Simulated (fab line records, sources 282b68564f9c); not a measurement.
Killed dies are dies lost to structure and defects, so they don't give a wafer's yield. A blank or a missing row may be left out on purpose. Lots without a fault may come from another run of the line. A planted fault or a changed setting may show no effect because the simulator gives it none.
fab line records | flow rit_cmos
record lots=15 wafers=45 last_day=7
route steps=202 shown PRETRO@70 NLDD@104 PLDD@124 NSD@141 PSD@148 CONTACT@180 M1@202
lots that met no fault: from a run of the same line without faults
start_h: hours from the record's first day to the start of the lot's first wafer shown | wait_h: hours since the lot's step before | " the same as in the row above | L1.1+2: a row that stands for several wafers | - no value, or no start given | * or withheld: withheld | < > ~ a bound
route shown NAME@n: a module of which the file shows steps, and the number in the route of the first | usual: mean/standard deviation of fault-free wafers | same: alike in all rows | chamber/n: place in a boat | sites: the reading at each site | _std_site: their standard deviation | _edge_site: outer sites' mean less inner sites' | radius_mm: how far each site lies from the wafer's centre | mask NAME#n: copy n | behind: the tool/chamber that last shaped the wafer | hold: why the lot was held/for how many hours/how that ended | device: the transistor (n, p or np) that didn't switch | end of line: the same wafers' tests at the end of the route | a step without rows: its recipe alone | killed: dies lost to structure and defects at the first sort, not the wafer's yield | map: a wafer's dies, x killed, . not, _ none there
set.NAME: the setting as run; set.NAME@STEP: as run at that earlier step | model.NAME: the simulator's own value behind a step, which no gauge read
steps of the route over a sample of lots; a table a step, a row a wafer
services: from which hour (start_h, from the record's first day; less than 0 if before it) a tool's chamber was out of use, for how many hours, and why
## steps
# step RIT_PRETRO_OVL_MEAS_06
# usual PRETRO_OVL=0.4/1.4
# columns lot.wafer tool chamber start_h wait_h PRETRO_OVL[nm]
L707.3 overlay-01 - 32.16 - 1.5
L707.5 " - " " 1.8
L707.6 " - " " 1.9
L709.4 overlay-01 - 45.60 - 1.5
L709.5 " - " " -0.2
L709.6 " - " " 0.7
L711.1 overlay-01 - 53.35 - 2.8
L711.2 " - " " 0.8
L711.6 " - " " 0.3
L713.1 overlay-01 - 67.18 - 0.2
L713.5 " - " " -1.2
L713.6 " - " " -0.1
L714.2 overlay-01 - 72.08 - 0.1
L714.3 " - " " -0.4
L714.6 " - " " -0.3
L716.1 overlay-02 - 79.26 - 1.8
L716.4 " - " " 2.4
L716.6 " - " " 2.2
L718.4 overlay-01 - 89.19 - 1.8
L718.5 " - " " 2.3
L718.6 " - " " 2.0
L720.1 overlay-02 - 101.51 - 0.1
L720.5 " - " " -1.4
L720.6 " - " " -0.2
L722.4 overlay-02 - 109.09 - 1.7
L722.5 " - " " 1.2
L722.6 " - " " 1.8
L725.2 overlay-01 - 122.19 - 0.2
L725.5 " - " " -0.8
L725.6 " - " " -0.5
L726.1 overlay-02 - 128.53 - 0.6
L726.2 " - " " 1.4
L726.6 " - " " 0.5
L727.1 overlay-02 - 133.28 - -1.5
L727.3 " - " " -0.8
L727.5 " - " " -1.7
L728.1 overlay-02 - 136.95 - -4.3
L728.2 " - " " -2.6
L728.3 " - " " -2.2
L729.2 overlay-01 - 144.05 - 0.1
L729.3 " - " " 1.2
L729.6 " - " " 1.7
L730.1 overlay-01 - 150.48 - -0.2
L730.2 " - " " 0.3
L730.6 " - " " 1.0
# step RIT_NLDD_COAT_01
# recipe resist=NOVOLAK spin_rpm=3250 resist_thk_nm=1000
# usual chill_plate_temp_C=22.99/0.1 dispense_pressure_kPa=49.6/1.5 exhaust_pa=44.9/0.95
# columns lot.wafer tool chamber start_h wait_h chill_plate_temp_C dispense_pressure_kPa exhaust_pa
L707.3 litho_track-01 0 42.93 0.1 22.87 50.3 45.7
L707.5 " 0 " " 22.86 50.3 45.3
L707.6 " 0 " " 22.85 50.3 45.4
L709.4 litho_track-01 0 60.89 0.1 23.00 50.3 44.1
L709.5 " 0 " " 22.93 50.4 44.6
L709.6 " 0 " " 23.08 50.3 44.0
L711.1 litho_track-03 0 64.44 0.1 22.96 47.1 44.8
L711.2 " 0 " " 23.04 47.1 45.5
L711.6 " 0 " " 23.03 47.0 44.4
L713.1 litho_track-01 0 79.35 0.1 22.95 50.3 45.7
L713.5 " 0 " " 23.20 50.3 44.6
L713.6 " 0 " " 22.81 50.3 44.8
L714.2 litho_track-02 0 81.93 0.1 23.06 50.6 45.0
L714.3 " 0 " " 22.88 50.6 45.5
L714.6 " 0 " " 22.97 50.6 45.1
L716.1 litho_track-01 0 91.38 0.1 22.92 50.3 43.8
L716.4 " 0 " " 23.18 50.4 45.3
L716.6 " 0 " " 23.19 50.3 43.2
L718.4 litho_track-01 0 101.73 0.1 22.99 50.4 44.1
L718.5 " 0 " " 22.96 50.3 44.1
L718.6 " 0 " " 22.97 50.3 45.3
L720.1 litho_track-01 0 112.62 0.1 22.91 50.3 44.0
L720.5 " 0 " " 22.82 50.3 44.7
L720.6 " 0 " " 23.01 50.3 44.4
L722.4 litho_track-02 0 121.05 0.1 22.97 50.6 44.4
L722.5 " 0 " " 22.98 50.6 45.2
L722.6 " 0 " " 23.10 50.6 44.3
L725.2 litho_track-01 - 136.64 0.1 - - -
L725.5 " - " " - - -
L725.6 " - " " - - -
L726.1 litho_track-01 - 141.50 0.1 - - -
L726.2 " - " " - - -
L726.6 " - " " - - -
L727.1 litho_track-02 - 144.30 0.1 - - -
L727.3 " - " " - - -
L727.5 " - " " - - -
L728.1 litho_track-03 0 149.26 0.1 23.00 47.0 46.0
L728.2 " 0 " " 23.06 47.0 46.3
L728.3 " 0 " " 22.97 47.1 45.4
L729.2 litho_track-02 0 155.70 0.1 22.98 50.6 44.0
L729.3 " 0 " " 23.04 50.6 42.6
L729.6 " 0 " " 22.86 50.6 43.8
L730.1 litho_track-01 0 162.41 0.1 22.98 50.3 44.6
L730.2 " 0 " " 22.93 50.3 44.3
L730.6 " 0 " " 23.05 50.3 44.7
# step RIT_NLDD_OVL_MEAS_06
# usual NLDD_OVL=-0.2/1.6
# columns lot.wafer tool chamber start_h wait_h NLDD_OVL[nm]
L707.3 overlay-02 - 43.72 - 0.1
L707.5 " - " " -0.7
L707.6 " - " " -0.6
L709.4 overlay-02 - 61.72 - -1.5
L709.5 " - " " -1.4
L709.6 " - " " -1.8
L711.1 overlay-01 - 65.26 - -0.5
L711.2 " - " " -0.5
L711.6 " - " " 0.1
L713.1 overlay-02 - 80.18 - -2.0
L713.5 " - " " -0.8
L713.6 " - " " -1.1
L714.2 overlay-01 - 82.74 - -0.5
L714.3 " - " " 1.4
L714.6 " - " " -1.0
L716.1 overlay-01 - 92.08 - 2.2
L716.4 " - " " 2.5
L716.6 " - " " 3.0
L718.4 overlay-02 - 102.38 - -0.4
L718.5 " - " " -1.2
L718.6 " - " " -0.8
L720.1 overlay-01 - 113.32 - -1.3
L720.5 " - " " 0.8
L720.6 " - " " 0.8
L722.4 overlay-02 - 121.69 - -3.3
L722.5 " - " " -2.5
L722.6 " - " " -2.5
L725.2 overlay-02 - 137.32 - -
L725.5 " - " " -
L725.6 " - " " -
L726.1 overlay-02 - 142.33 - -
L726.2 " - " " -
L726.6 " - " " -
L727.1 overlay-01 - 145.00 - -
L727.3 " - " " -
L727.5 " - " " -
L728.1 overlay-02 - 150.18 - -0.1
L728.2 " - " " -0.9
L728.3 " - " " 0.3
L729.2 overlay-02 - 156.51 - -0.4
L729.3 " - " " 0.1
L729.6 " - " " 0.8
L730.1 overlay-02 - 163.30 - -3.0
L730.2 " - " " -1.9
L730.6 " - " " -3.2
# step RIT_PLDD_TW_MEAS_10
# usual PLDD_TW=2364/12
# columns lot.wafer tool chamber start_h wait_h PLDD_TW
L707.3 film_metro-01 - 45.81 0.1 2355
L707.5 " - " " 2365
L707.6 " - " " 2360
L709.4 film_metro-01 - 63.66 0.1 2363
L709.5 " - " " 2348
L709.6 " - " " 2354
L711.1 film_metro-01 - 67.19 0.1 2357
L711.2 " - " " 2354
L711.6 " - " " 2354
L713.1 film_metro-02 - 82.11 0.1 2371
L713.5 " - " " 2376
L713.6 " - " " 2381
L714.2 film_metro-04 - 84.80 0.1 2376
L714.3 " - " " 2356
L714.6 " - " " 2360
L716.1 film_metro-01 - 94.18 0.1 2353
L716.4 " - " " 2353
L716.6 " - " " 2349
L718.4 film_metro-04 - 104.45 0.1 2371
L718.5 " - " " 2367
L718.6 " - " " 2368
L720.1 film_metro-04 - 115.37 0.1 2365
L720.5 " - " " 2361
L720.6 " - " " 2359
L722.4 film_metro-04 - 123.72 0.1 2371
L722.5 " - " " 2354
L722.6 " - " " 2360
L725.2 film_metro-02 - 139.25 0.1 2903
L725.5 " - " " 2896
L725.6 " - " " 2890
L726.1 film_metro-01 - 144.38 0.1 2904
L726.2 " - " " 2904
L726.6 " - " " 2881
L727.1 film_metro-04 - 146.93 0.1 2871
L727.3 " - " " 2865
L727.5 " - " " 2877
L728.1 film_metro-04 - 152.35 0.1 2351
L728.2 " - " " 2348
L728.3 " - " " 2345
L729.2 film_metro-01 - 158.57 0.1 2362
L729.3 " - " " 2378
L729.6 " - " " 2385
L730.1 film_metro-01 - 165.28 0.1 2371
L730.2 " - " " 2370
L730.6 " - " " 2377
# step RIT_NSD_TW_MEAS_10
# usual NSD_TW=3156/16
# columns lot.wafer tool chamber start_h wait_h NSD_TW
L707.3 film_metro-01 - 49.76 0.1 3133
L707.5 " - " " 3145
L707.6 " - " " 3139
L709.4 film_metro-02 - 67.57 0.1 3169
L709.5 " - " " 3161
L709.6 " - " " 3183
L711.1 film_metro-01 - 71.25 0.1 3137
L711.2 " - " " 3150
L711.6 " - " " 3129
L713.1 film_metro-02 - 86.06 0.1 3166
L713.5 " - " " 3165
L713.6 " - " " 3166
L714.2 film_metro-01 - 89.19 0.1 3164
L714.3 " - " " 3155
L714.6 " - " " 3165
L716.1 film_metro-02 - 98.10 0.1 3181
L716.4 " - " " 3189
L716.6 " - " " 3165
L718.4 film_metro-01 - 108.36 0.1 3143
L718.5 " - " " 3151
L718.6 " - " " 3157
L720.1 film_metro-01 - 119.29 0.1 3168
L720.5 " - " " 3154
L720.6 " - " " 3154
L722.4 film_metro-04 - 127.88 0.1 3152
L722.5 " - " " 3159
L722.6 " - " " 3169
L725.2 film_metro-01 - 143.31 0.1 3383
L725.5 " - " " 3385
L725.6 " - " " 3372
L726.1 film_metro-01 - 148.30 0.1 3362
L726.2 " - " " 3359
L726.6 " - " " 3346
L727.1 film_metro-01 - 151.20 0.1 3354
L727.3 " - " " 3343
L727.5 " - " " 3356
L728.1 film_metro-04 - 156.26 0.1 3129
L728.2 " - " " 3120
L728.3 " - " " 3121
L729.2 film_metro-01 - 162.88 0.1 3163
L729.3 " - " " 3156
L729.6 " - " " 3172
L730.1 film_metro-02 - 169.54 0.1 3184
L730.2 " - " " 3176
L730.6 " - " " 3175
# step RIT_PSD_OVL_MEAS_06
# usual PSD_OVL=0.8/1.3
# columns lot.wafer tool chamber start_h wait_h PSD_OVL[nm]
L707.3 overlay-02 - 50.66 - 1.3
L707.5 " - " " 1.5
L707.6 " - " " 0.1
L709.4 overlay-01 - 68.60 - 1.5
L709.5 " - " " 1.0
L709.6 " - " " 2.1
L711.1 overlay-02 - 72.36 - -2.2
L711.2 " - " " -1.8
L711.6 " - " " -0.5
L713.1 overlay-01 - 87.09 - 3.8
L713.5 " - " " 1.6
L713.6 " - " " 2.8
L714.2 overlay-01 - 90.43 - 0.5
L714.3 " - " " 0.2
L714.6 " - " " 0.3
L716.1 overlay-02 - 99.01 - 1.1
L716.4 " - " " 0.7
L716.6 " - " " -0.1
L718.4 overlay-01 - 109.26 - 0.7
L718.5 " - " " 1.1
L718.6 " - " " 1.4
L720.1 overlay-02 - 120.20 - 1.4
L720.5 " - " " 0.4
L720.6 " - " " 1.8
L722.4 overlay-01 - 128.78 - 0.7
L722.5 " - " " 1.5
L722.6 " - " " 0.6
L725.2 overlay-02 - 144.34 - 0.7
L725.5 " - " " 1.4
L725.6 " - " " 0.6
L726.1 overlay-01 - 149.21 - 0.6
L726.2 " - " " -0.4
L726.6 " - " " 0.3
L727.1 overlay-01 - 152.11 - 3.1
L727.3 " - " " 3.6
L727.5 " - " " 3.1
L728.1 overlay-01 - 157.17 - 3.0
L728.2 " - " " 3.0
L728.3 " - " " 3.6
L729.2 overlay-01 - 163.91 - 1.6
L729.3 " - " " 1.9
L729.6 " - " " 1.2
L730.1 overlay-02 - 170.57 - 1.2
L730.2 " - " " 1.3
L730.6 " - " " 1.0
# step RIT_CONTACT_STRIP_12
# recipe chemistry=O2 time_s=180 resist=NOVOLAK platen_temp_c=withheld power_w=500 pressure_mtorr=4000 o2_flow_sccm=4000
# usual drypump_motor_current_A=5.8/0.33 rf_refl_power_W=6.1/1.3
# columns lot.wafer tool chamber start_h wait_h drypump_motor_current_A rf_hours_counter_h rf_refl_power_W
L707.3 plasma_asher-01 0 54.28 0.2 5.2 - 4.5
L707.5 " 0 " " 5.2 - 4.6
L707.6 " 1 " " 6.0 - 5.8
L709.4 plasma_asher-03 1 72.23 0.2 6.1 - 9.0
L709.5 " 1 " " 6.2 - 8.6
L709.6 " 0 " " 5.9 - 5.1
L711.1 plasma_asher-04 1 76.32 0.1 5.6 40 6.8
L711.2 " 0 " " 6.0 40 6.7
L711.6 " 0 " " 6.0 - 6.5
L713.1 plasma_asher-04 1 90.91 0.1 5.6 41 6.8
L713.5 " 0 " " 6.0 - 6.6
L713.6 " 1 " " 5.6 - 6.4
L714.2 plasma_asher-01 0 94.00 0.1 5.2 46 4.6
L714.3 " 0 " " 5.2 - 4.9
L714.6 " 1 " " 6.0 - 5.6
L716.1 plasma_asher-04 0 102.83 0.1 6.0 43 6.6
L716.4 " 1 " " 5.6 - 6.5
L716.6 " 0 " " 6.0 - 6.6
L718.4 plasma_asher-04 1 112.97 0.1 5.6 - 6.7
L718.5 " 1 " " 5.6 - 6.7
L718.6 " 0 " " 6.0 - 6.8
L720.1 plasma_asher-03 1 124.08 0.1 6.1 1 9.0
L720.5 " 0 " " 5.9 - 5.2
L720.6 " 1 " " 6.1 - 8.9
L722.4 plasma_asher-03 1 132.52 0.2 6.1 - 9.0
L722.5 " 1 " " 6.1 - 8.9
L722.6 " 0 " " 5.9 - 5.1
L725.2 plasma_asher-03 0 148.00 0.1 5.9 3 5.2
L725.5 " 0 " " 5.9 - 5.1
L725.6 " 1 " " 6.2 - 8.6
L726.1 plasma_asher-04 0 153.11 0.1 6.0 48 6.8
L726.2 " 1 " " 5.6 48 6.9
L726.6 " 0 " " 6.0 - 6.7
L727.1 plasma_asher-01 0 156.07 0.1 5.2 53 4.8
L727.3 " 0 " " 5.2 - 4.6
L727.5 " 1 " " 6.0 - 5.5
L728.1 plasma_asher-03 0 161.09 0.1 5.9 5 5.6
L728.2 " 1 " " 6.1 5 8.9
L728.3 " 0 " " 5.9 - 5.1
L729.2 plasma_asher-01 0 167.88 0.1 5.2 54 4.7
L729.3 " 0 " " 5.2 - 4.5
L729.6 " 0 " " 5.2 - 4.6
L730.1 plasma_asher-04 1 174.39 0.1 5.6 51 6.4
L730.2 " 0 " " 6.0 51 6.8
L730.6 " 0 " " 6.0 - 6.7
# step RIT_M1_PROBE_99
# usual killed_at_contacts=0.0/0.22 killed_at_front_end=7/3.2 killed_dies=8/3.2 killed_on_rim=1.9/1.4 killed_open=3.7/2.1 killed_short=3.8/2.2
# same gross_dies=264 killed_at_M0_to_M3=0 killed_at_M4_up=0 killed_at_back_side=0 killed_at_other=0
# columns lot.wafer tool chamber start_h wait_h killed_at_contacts killed_at_front_end killed_dies killed_on_rim killed_open killed_short
L713.1 prober-01 - 95.63 0.1 0 12 12 4 5 7
L713.5 prober-01 - 95.83 0.2 1 11 12 3 6 6
L713.6 prober-01 - 95.88 0.2 0 5 5 3 1 4
L718.4 prober-02 - 117.89 0.2 0 17 17 8 8 9
L718.5 prober-02 - 117.94 0.2 0 4 4 1 3 1
L718.6 prober-02 - 117.99 0.2 0 6 6 2 5 1
L720.1 prober-02 - 129.05 0.1 0 5 5 0 0 5
L720.5 prober-02 - 129.25 0.2 0 11 11 2 3 8
L720.6 prober-02 - 129.30 0.2 0 12 12 2 7 5
L722.4 prober-02 - 137.39 0.2 0 5 5 0 2 3
L722.5 prober-02 - 137.44 0.2 0 3 3 0 2 1
L722.6 prober-02 - 137.49 0.2 0 5 5 0 3 2
L725.2 prober-01 - 153.24 0.1 0 264 264 70 6 3
L725.5 prober-01 - 153.39 0.2 0 264 264 70 3 3
L725.6 prober-01 - 153.44 0.2 0 264 264 70 3 4
L726.1 prober-02 - 157.99 0.1 0 264 264 70 3 6
L726.2 prober-02 - 158.04 0.1 0 264 264 70 2 4
L726.6 prober-02 - 158.24 0.2 0 264 264 70 3 7
L727.1 prober-01 - 161.03 0.1 0 264 264 70 1 4
L727.3 prober-01 - 161.13 0.2 0 264 264 70 6 1
L727.5 prober-01 - 161.23 0.2 0 264 264 70 2 1
L729.2 prober-01 - 172.73 0.1 0 4 4 0 3 1
L729.3 prober-01 - 172.78 0.2 0 2 2 0 1 1
L729.6 prober-01 - 172.93 0.2 0 4 4 1 3 1
# killed by level:class
L713.1 GATE:geometric_particle:open=3 GATE:geometric_particle:short=3 FOX1:geometric_particle:open=1 FOX2:geometric_particle:short=1 REOX:geometric_particle:short=1 SPACER:geometric_particle:short=1 SILICIDE:geometric_particle:short=1 SILICIDE:geometric_particle:open=1
L713.5 GATE:geometric_particle:short=2 SILICIDE:geometric_particle:open=2 FOX1:geometric_particle:open=1 FOX2:geometric_particle:short=1 GATE:geometric_particle:open=1 REOX:geometric_particle:open=1 REOX:geometric_particle:short=1 SPACER:geometric_particle:short=1
L713.6 GATE:geometric_particle:short=2 FOX1:geometric_particle:short=1 REOX:geometric_particle:open=1 SILICIDE:geometric_particle:short=1
L718.4 GATE:geometric_particle:open=5 GATE:geometric_particle:short=3 REOX:geometric_particle:short=2 SPACER:geometric_particle:open=2 SILICIDE:geometric_particle:short=2 FOX2:geometric_particle:short=1 REOX:geometric_particle:open=1 SPACER:geometric_particle:short=1
L718.5 GATE:geometric_particle:open=2 GATE:geometric_particle:short=1 SPACER:geometric_particle:open=1
L718.6 GATE:geometric_particle:open=2 FOX2:geometric_particle:open=1 REOX:geometric_particle:open=1 SPACER:geometric_particle:short=1 SPACER:geometric_particle:open=1
L720.1 GATE:geometric_particle:short=4 REOX:geometric_particle:short=1
L720.5 GATE:geometric_particle:short=4 FOX2:geometric_particle:short=2 REOX:geometric_particle:short=2 GATE:geometric_particle:open=1 REOX:geometric_particle:open=1 SPACER:geometric_particle:open=1
L720.6 REOX:geometric_particle:open=4 SPACER:geometric_particle:short=3 GATE:geometric_particle:open=2 GATE:geometric_particle:short=2 SPACER:geometric_particle:open=1
L722.4 FOX2:geometric_particle:short=1 FOX2:geometric_particle:open=1 REOX:geometric_particle:short=1 SPACER:geometric_particle:open=1 SILICIDE:geometric_particle:short=1
L722.5 GATE:geometric_particle:open=2 GATE:geometric_particle:short=1
L722.6 FOX1:geometric_particle:open=1 FOX2:geometric_particle:open=1 GATE:geometric_particle:short=1 GATE:geometric_particle:open=1 REOX:geometric_particle:short=1
L725.2 NLDD:area_expose=255 GATE:geometric_particle:open=2 GATE:geometric_particle:short=2 REOX:geometric_particle:open=2 FOX1:geometric_particle:open=1 REOX:geometric_particle:short=1 SPACER:geometric_particle:open=1
L725.5 NLDD:area_expose=258 FOX1:geometric_particle:short=2 FOX2:geometric_particle:open=1 GATE:geometric_particle:open=1 GATE:geometric_particle:short=1 SPACER:geometric_particle:open=1
L725.6 NLDD:area_expose=257 GATE:geometric_particle:short=2 ACTIVE:geometric_particle:open=1 FOX2:geometric_particle:short=1 GATE:geometric_particle:open=1 REOX:geometric_particle:short=1 REOX:geometric_particle:open=1
L726.1 NLDD:area_expose=255 GATE:geometric_particle:short=2 FOX1:geometric_particle:short=1 FOX2:geometric_particle:short=1 GATE:geometric_particle:open=1 REOX:geometric_particle:short=1 SPACER:geometric_particle:open=1 SILICIDE:geometric_particle:short=1
L726.2 NLDD:area_expose=258 GATE:geometric_particle:short=3 SPACER:geometric_particle:open=1 SILICIDE:geometric_particle:short=1 SILICIDE:geometric_particle:open=1
L726.6 NLDD:area_expose=254 FOX2:geometric_particle:short=3 FOX2:geometric_particle:open=2 SPACER:geometric_particle:short=2 GATE:geometric_particle:short=1 SPACER:geometric_particle:open=1 SILICIDE:geometric_particle:short=1
L727.1 NLDD:area_expose=259 GATE:geometric_particle:short=3 FOX1:geometric_particle:short=1 FOX2:geometric_particle:open=1
L727.3 NLDD:area_expose=257 FOX1:geometric_particle:open=2 FOX2:geometric_particle:open=2 FOX2:geometric_particle:short=1 REOX:geometric_particle:open=1 SPACER:geometric_particle:open=1
L727.5 NLDD:area_expose=261 FOX1:geometric_particle:short=1 GATE:geometric_particle:open=1 SILICIDE:geometric_particle:open=1
L729.2 FOX2:geometric_particle:open=1 GATE:geometric_particle:short=1 GATE:geometric_particle:open=1 REOX:geometric_particle:open=1
L729.3 GATE:geometric_particle:open=1 SPACER:geometric_particle:short=1
L729.6 GATE:geometric_particle:open=2 GATE:geometric_particle:short=1 SPACER:geometric_particle:open=1
## services
# columns tool chamber start_h hours kind
plasma_asher-01 - 54.90 3.0 repair
plasma_asher-04 - 89.88 0.5 repair
plasma_asher-03 - 108.75 9.0 pm
plasma_asher-03 0 108.75 9.0 vent_cycle
plasma_asher-03 1 108.75 9.0 vent_cycle
plasma_asher-03 0 117.75 - clean
plasma_asher-03 1 117.75 - clean
## key
first_sign step=RIT_NLDD_COAT_01 reading=tool_record direction=missing
effect step=RIT_NLDD_OVL_MEAS_06 reading=NLDD_OVL direction=missing
effect step=RIT_PLDD_TW_MEAS_10 reading=PLDD_TW direction=up sigmas=44 usual=2364 struck=2888
effect step=RIT_NSD_TW_MEAS_10 reading=NSD_TW direction=up sigmas=13 usual=3156 struck=3362
effect step=RIT_M1_PROBE_99 reading=killed_at_front_end direction=up sigmas=81 usual=7 struck=264
more_kills_born_at RIT_NLDD_EXPOSE_03@iline_stepper-01=1544 RIT_NLDD_EXPOSE_03@iline_stepper-02=770
met_at RIT_NLDD_COAT_01
struck_lots L725,L726,L727
tester_left_out L725,L726,L727
not_acting_at RIT_PRETRO_OVL_MEAS_06,RIT_PSD_OVL_MEAS_06,RIT_CONTACT_STRIP_12
onset_between 121.05 136.64
fault kind=skipped_step_whole tool=litho_track-01,litho_track-02 chamber=- onset_h=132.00 steps=RIT_NLDD_COAT_01 scope=struck_lots_only
# tester_left_out: of these lots the tester's yield and bins aren't shown, on N5 and GAA mostly nor the transistor test; their killed dies are dies lost to structure and defects alone, not to doping, threshold or leakage, so they don't give the yield
